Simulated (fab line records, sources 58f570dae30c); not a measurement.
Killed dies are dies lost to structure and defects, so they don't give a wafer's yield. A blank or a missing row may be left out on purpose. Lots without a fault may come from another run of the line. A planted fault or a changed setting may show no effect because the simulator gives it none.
fab line records | flow berkeley_cmos170
record lots=5 wafers=15 last_day=12
route steps=331 shown SDANNEAL@205 SILICIDE@210 CONTACT@216 M1@238 M3@331
lots that met no fault: from a run of the same line without faults
start_h: hours from the record's first day to the start of the lot's first wafer shown | wait_h: hours since the lot's step before | " the same as in the row above | L1.1+2: a row that stands for several wafers | - no value, or no start given | * or withheld: withheld | < > ~ a bound
route shown NAME@n: a module of which the file shows steps, and the number in the route of the first | usual: mean/standard deviation of fault-free wafers | same: alike in all rows | chamber/n: place in a boat | sites: the reading at each site | _std_site: their standard deviation | _edge_site: outer sites' mean less inner sites' | radius_mm: how far each site lies from the wafer's centre | mask NAME#n: copy n | behind: the tool/chamber that last shaped the wafer | hold: why the lot was held/for how many hours/how that ended | device: the transistor (n, p or np) that didn't switch | end of line: the same wafers' tests at the end of the route | a step without rows: its recipe alone | killed: dies lost to structure and defects at the first sort, not the wafer's yield | map: a wafer's dies, x killed, . not, _ none there
set.NAME: the setting as run; set.NAME@STEP: as run at that earlier step | model.NAME: the simulator's own value behind a step, which no gauge read
lots at some steps of the route; a table a step, a row a wafer
services: from which hour (start_h, from the record's first day; less than 0 if before it) a tool's chamber was out of use, for how many hours, and why
## steps
# step UCB170_SDANNEAL_RTA_01
# recipe temp_c=1050 time_s=5 ambient=N2
# step UCB170_SILICIDE_PRE_CLEAN_00
# recipe gas=Ar preclean_etch_time_s=60
# step UCB170_SILICIDE_SPUTTER_01
# recipe material=Ti target_thk_nm=30 time_s=25 power_w=1500 chamber_pressure_pa=0.5
# step UCB170_SILICIDE_RTA_04
# recipe temp_c=650 time_s=15 ambient=N2
# step UCB170_SILICIDE_WET_ETCH_05
# recipe chemistry=SPM time_s=45 temp_c=120 target=Ti
# step UCB170_CONTACT_CLEAN_00
# recipe chemistry=SPM temp_c=120 time_s=600
# step UCB170_CONTACT_CVD_01
# recipe material=PSG target_thk_nm=700 temp_c=450 precursor=SiH4/O2/PH3 time_s=2820 pressure_mtorr=300 sih4_flow_sccm=60 o2_flow_sccm=90 ph3_flow_sccm=25
# usual spike_tc_centre_C=452.0/1.3 spike_tc_load_C=470.2/1.7 spike_tc_source_C=468.3/1.2 susceptor_temp_C=450.03/0.22 zone_power_source_pct=7.2/0.66
# columns lot.wafer tool chamber start_h wait_h spike_tc_centre_C spike_tc_load_C spike_tc_source_C susceptor_temp_C zone_power_source_pct model.PSG_of_CONTACT_CVD_01.thk_nm
L662.3 lpcvd-01 1 149.79 0.0 464.8 479.1 481.0 461.52 6.9 768.7
L662.4 " 1 " " 462.7 482.3 482.7 461.80 6.8 772.6
L662.6 " 1 " " 461.5 482.4 482.0 461.68 6.8 774
L661.1 lpcvd-01 1 151.57 1.6 464.2 480.5 481.2 461.42 6.8 762.1
L661.3 " 1 " " 463.3 480.2 479.5 461.44 6.8 762.3
L661.4 " 1 " " 462.9 483.1 479.7 461.42 6.9 766.3
L664.2 lpcvd-01 1 163.85 0.4 465.1 482.1 482.4 461.95 6.8 782.6
L664.3 " 1 " " 464.1 482.2 481.3 461.77 7.0 778.7
L664.4 " 1 " " 463.5 480.7 480.2 461.81 6.8 779.9
L676.1 lpcvd-02 1 234.04 0.0 451.5 470.1 467.7 449.89 7.2 710.3
L676.5 " 1 " " 450.9 470.1 467.5 450.07 7.1 704.8
L676.6 " 1 " " 451.1 470.0 468.1 449.97 7.2 701
L678.2 lpcvd-01 0 255.99 0.4 452.8 469.7 467.5 450.13 7.0 691.1
L678.4 " 0 " " 453.5 468.3 468.8 450.08 7.1 691.4
L678.6 " 0 " " 453.6 470.9 468.1 450.22 7.1 688.9
# step UCB170_CONTACT_THK_MEAS_02
# recipe reads=PSG_of_CONTACT_CVD_01
# usual CONTACT_PSG_THK=698/7.1
# columns lot.wafer tool chamber start_h wait_h CONTACT_PSG_THK[nm]
L662.3 film_metro-02 - 151.59 0.0 769
L662.4 " - " " 773
L662.6 " - " " 773
L661.1 film_metro-02 - 153.35 0.0 762
L661.3 " - " " 763
L661.4 " - " " 767
L664.2 film_metro-04 - 165.64 0.0 782
L664.3 " - " " 779
L664.4 " - " " 780
L676.1 film_metro-03 - 235.83 0.0 710
L676.5 " - " " 705
L676.6 " - " " 701
L678.2 film_metro-02 - 257.81 0.0 691
L678.4 " - " " 691
L678.6 " - " " 689
# step UCB170_CONTACT_HMDS_03
# recipe prime_time_s=60 prime_temp_c=100
# step UCB170_CONTACT_COAT_04
# recipe resist=KrF spin_rpm=1500 resist_thk_nm=900
# step UCB170_CONTACT_SOFTBAKE_05
# recipe resist=KrF temp_c=130 time_s=60
# step UCB170_CONTACT_STRIP_06
# recipe chemistry=O2 power_w=400 pressure_mtorr=3500 platen_temp_c=withheld o2_flow_sccm=400 overash_fraction=0.5
# step UCB170_CONTACT_CLEAN_07
# recipe chemistry=SPM temp_c=120 time_s=600
# step UCB170_CONTACT_RTA_08
# recipe temp_c=900 time_s=10 ambient=N2
# step UCB170_CONTACT_COAT_09
# recipe resist=BARC temp_c=withheld time_s=withheld spin_rpm=3000 resist_thk_nm=withheld
# step UCB170_CONTACT_COAT_10
# recipe resist=KrF spin_rpm=1500 resist_thk_nm=900
# step UCB170_CONTACT_SOFTBAKE_11
# recipe resist=KrF temp_c=130 time_s=60
# step UCB170_CONTACT_EXPOSE_12
# recipe mask_id=CONT target_cd_nm=700 na=0.5 sigma_outer=0.6 source_shape=conventional dose_mj=35
# step UCB170_CONTACT_PEB_13
# recipe peb_temp_c=130 peb_time_s=withheld resist=KrF
# step UCB170_CONTACT_DEVELOP_14
# recipe developer=TMAH develop_time_s=45 resist=KrF dev_temp_c=21
# step UCB170_CONTACT_ETCH_17
# recipe chemistry=N2/H2 target_depth_a=withheld overetch_a=withheld target=BARC time_s=withheld source_w=500 bias_w=100 pressure_mtorr=30 n2_flow_sccm=100 h2_flow_sccm=200
# step UCB170_CONTACT_ETCH_18
# recipe chemistry=CHF3/CF4/Ar target=PSG stop_on=TiSi2 CHF3_flow_sccm=45 cf4_flow_sccm=15 Ar_flow_sccm=150 pressure_mtorr=200 rf_w=700 target_depth_a=8400 over_etch_frac=0.2 time_s=195
# usual drypump_motor_current_A=5.6/0.47 oes_product_au=0.898/0.013 throttle_valve_pct=6.99/0.092
# columns lot.wafer tool chamber start_h wait_h drypump_motor_current_A oes_product_au rf_hours_counter_h throttle_valve_pct model.etch.depth_nm model.CONTACT.feature_depth_nm
L662.3 rie_diel-03 0 - - 5.7 0.944 149 6.85 768.7 768.7
L662.4 " 3 " " 4.9 0.939 4 6.84 772.6 772.6
L662.6 " 1 " " 5.6 0.963 - 7.02 774 774
L661.1 rie_diel-03 2 - - 6.2 0.956 1 6.98 762.1 762.1
L661.3 " 0 " " 5.7 0.946 149 6.87 762.3 762.3
L661.4 " 1 " " 5.6 0.955 21 6.99 766.3 766.3
L664.2 rie_diel-01 3 - - 5.5 0.953 1 7.16 782.6 782.6
L664.3 " 0 " " 5.0 0.950 18 6.99 778.7 778.7
L664.4 " 3 " " 5.5 0.957 - 7.15 779.9 779.9
L676.1 rie_diel-02 0 - - 6.0 0.923 38 7.01 710.3 710.3
L676.5 " 3 " " 5.9 0.927 - 6.98 704.8 704.8
L676.6 " 2 " " 5.4 0.895 - 7.12 701 701
L678.2 rie_diel-02 2 - - 5.4 0.896 115 7.13 691.1 691.1
L678.4 " 0 " " 6.0 0.916 39 7.01 691.4 691.4
L678.6 " 1 " " 5.2 0.879 - 6.85 688.9 688.9
# step UCB170_CONTACT_STRIP_19
# recipe chemistry=O2 power_w=400 pressure_mtorr=3500 platen_temp_c=withheld o2_flow_sccm=400 overash_fraction=0.5
# step UCB170_CONTACT_CLEAN_20
# recipe chemistry=SPM temp_c=120 time_s=600
# step UCB170_M1_SPUTTER_00
# recipe material=Al target_thk_nm=600 time_s=80 power_w=6000 chamber_pressure_pa=0.5
# step UCB170_M1_COAT_03
# recipe resist=BARC temp_c=withheld time_s=withheld spin_rpm=3000 resist_thk_nm=withheld
# step UCB170_M1_COAT_04
# recipe resist=KrF spin_rpm=1500 resist_thk_nm=900
# step UCB170_M1_SOFTBAKE_05
# recipe resist=KrF temp_c=130 time_s=60
# step UCB170_M1_EXPOSE_06
# recipe mask_id=METAL1 target_cd_nm=700 na=0.5 sigma_outer=0.6 source_shape=conventional dose_mj=21
# step UCB170_M1_PEB_07
# recipe peb_temp_c=130 peb_time_s=withheld resist=KrF
# step UCB170_M1_DEVELOP_08
# recipe developer=TMAH develop_time_s=45 resist=KrF dev_temp_c=21
# step UCB170_M1_METAL_ETCH_12
# recipe chemistry=Cl2/BCl3 target=Al stop_on=PSG pressure_mtorr=12 target_depth_a=7800 over_etch_frac=0.3 time_s=130 icp_w=600 bias_w=120 Cl2_flow_sccm=90 bcl3_flow_sccm=45
# usual drypump_motor_current_A=5.6/0.35 oes_product_au=0.853/0.015 throttle_valve_pct=24.19/0.19
# columns lot.wafer tool chamber start_h wait_h drypump_motor_current_A oes_product_au rf_hours_counter_h throttle_valve_pct model.PSG_of_CONTACT_CVD_01.thk_nm
L662.3 rie_metal-01 1 157.22 - 5.6 0.845 - 24.31 730.6
L662.4 " 0 " " 5.9 0.830 - 24.15 736.6
L662.6 " 1 " " 5.6 0.852 - 24.30 735.7
L661.1 rie_metal-02 0 158.34 - 5.6 0.858 9 24.01 725.1
L661.3 " 1 " " 6.1 0.851 - 24.05 725.6
L661.4 " 0 " " 5.6 0.870 - 24.01 729.2
L664.2 rie_metal-02 0 170.37 - 5.7 0.873 10 24.00 746.4
L664.3 " 1 " " 6.1 0.850 - 24.06 742.2
L664.4 " 0 " " 5.6 0.867 - 24.01 743.4
L676.1 rie_metal-01 1 241.00 - 5.6 0.850 12 24.31 672.9
L676.5 " 0 " " 5.9 0.833 - 24.14 668.8
L676.6 " 1 " " 5.6 0.854 - 24.31 663.8
L678.2 rie_metal-04 1 268.07 - 5.3 0.840 9 24.08 651.2
L678.4 " 0 " " 5.0 0.853 - 24.58 654.3
L678.6 " 1 " " 5.2 0.840 - 24.08 649.5
# step UCB170_M3_PROBE_99
# columns lot.wafer tool chamber start_h wait_h model.etest.field_p_metal.vt_v model.etest.field_n_metal.vt_v model.etest.antenna_contact.vt_shift_v
L662.3 prober-02 - 175.56 0.2 -63.77 56.4 -0.006274
L661.1 prober-01 - 175.58 0.1 -62.58 55.48 -0.006379
L661.3 prober-01 - 175.68 0.2 -62.87 55.62 -0.002995
L661.4 prober-01 - 175.73 0.2 -63.4 56.29 -0.006203
L664.2 prober-02 - 185.84 0.1 -63.12 56.15 -0.004498
L664.3 prober-02 - 185.89 0.2 -62.24 55.34 -0.002714
L664.4 prober-02 - 185.94 0.2 -63.27 56.26 -3.18e-05
L676.1 prober-01 - 259.75 0.1 -60.24 53.09 -0.005962
L676.5 prober-01 - 259.95 0.2 -59.92 52.88 -0.004823
L676.6 prober-01 - 260.00 0.2 -59.38 52.2 -0.00747
L678.2 prober-02 - 283.79 0.1 -59.02 52.2 -0.01183
L678.4 prober-02 - 283.89 0.2 -60.01 52.93 -0.009691
L678.6 prober-02 - 283.99 0.2 -59.49 52.58 -0.009907
# killed by level:class
L676.1 WELLDRIVE:geometric_particle:short=1 SPACER:geometric_particle:short=1 M2:geometric_particle:short=1
L676.5 SPACER:geometric_particle:open=2 SILICIDE:geometric_particle:short=1 M1:geometric_particle:short=1
L676.6 FIELD:geometric_particle:short=1 GATE:geometric_particle:open=1 SPACER:geometric_particle:open=1 V1:geometric_particle:open=1
L678.2 V2:geometric_particle:open=2 GATE:geometric_particle:open=1 GATE:geometric_particle:short=1 M1:geometric_particle:short=1 M2:geometric_particle:short=1
L678.4 PWELL:area_etch=6 NWELL:geometric_particle:open=1 ACTIVE:geometric_particle:open=1 CONTACT:geometric_particle:short=1
L678.6 SACOX:geometric_particle:open=1 SPACER:geometric_particle:short=1 SILICIDE:geometric_particle:short=1 M3:geometric_particle:open=1
## services
# columns tool chamber start_h hours kind
rie_diel-01 1 148.83 - clean
rie_diel-01 1 148.83 19.1 scheduled_down
rie_diel-01 1 148.83 19.1 vent_cycle
rie_metal-01 0 171.21 2.4 repair
rie_diel-03 0 188.29 - clean
rie_diel-03 0 188.29 13.1 scheduled_down
rie_diel-03 0 188.29 13.1 vent_cycle
rie_diel-03 - 222.58 2.8 pm
rie_diel-02 3 240.02 8.7 repair
rie_diel-03 - 241.01 15.6 pm
rie_diel-03 3 262.69 5.1 repair
rie_diel-02 1 263.62 7.8 repair
## key
first_sign step=UCB170_CONTACT_CVD_01 reading=susceptor_temp_C direction=up sigmas=52 usual=* struck=*
effect step=UCB170_CONTACT_CVD_01 reading=spike_tc_source_C direction=up sigmas=11 usual=468.3 struck=481.1
effect step=UCB170_CONTACT_THK_MEAS_02 reading=CONTACT_PSG_THK direction=up sigmas=10 usual=698 struck=772
effect step=UCB170_CONTACT_ETCH_18 reading=oes_product_au direction=up sigmas=4.1 usual=0.898 struck=0.952
model_effect step=UCB170_CONTACT_CVD_01 value=PSG_of_CONTACT_CVD_01.thk_nm without=697 struck=771.9
model_effect step=UCB170_CONTACT_ETCH_18 value=etch.depth_nm without=697 struck=771.9
model_effect step=UCB170_M1_METAL_ETCH_12 value=PSG_of_CONTACT_CVD_01.thk_nm without=660.1 struck=735
model_effect step=UCB170_M3_PROBE_99 value=etest.field_p_metal.vt_v without=-58.68 struck=-63.04
met_at UCB170_CONTACT_CVD_01
struck_wafers L661.1,L661.3,L661.4,L662.3,L662.4,L662.6,L664.2,L664.3,L664.4
sort_left_out L661.1,L661.3,L661.4,L662.3,L662.4,L662.6,L664.2,L664.3,L664.4
tester_left_out L661,L662,L664
fault kind=process_parameter_drift tool=lpcvd-01 chamber=1 onset_h=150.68 steps=UCB170_CONTACT_CVD_01 channel=temp_c offset=* shape=step end_h=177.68 acts_in=* stated=*
# tester_left_out: of these lots the tester's yield and bins aren't shown, on N5 and GAA mostly nor the transistor test; their killed dies are dies lost to structure and defects alone, not to doping, threshold or leakage, so they don't give the yield
# sort_left_out: the simulated sort isn't trusted on such a fault, so these wafers' sort isn't shown, and their yield isn't known
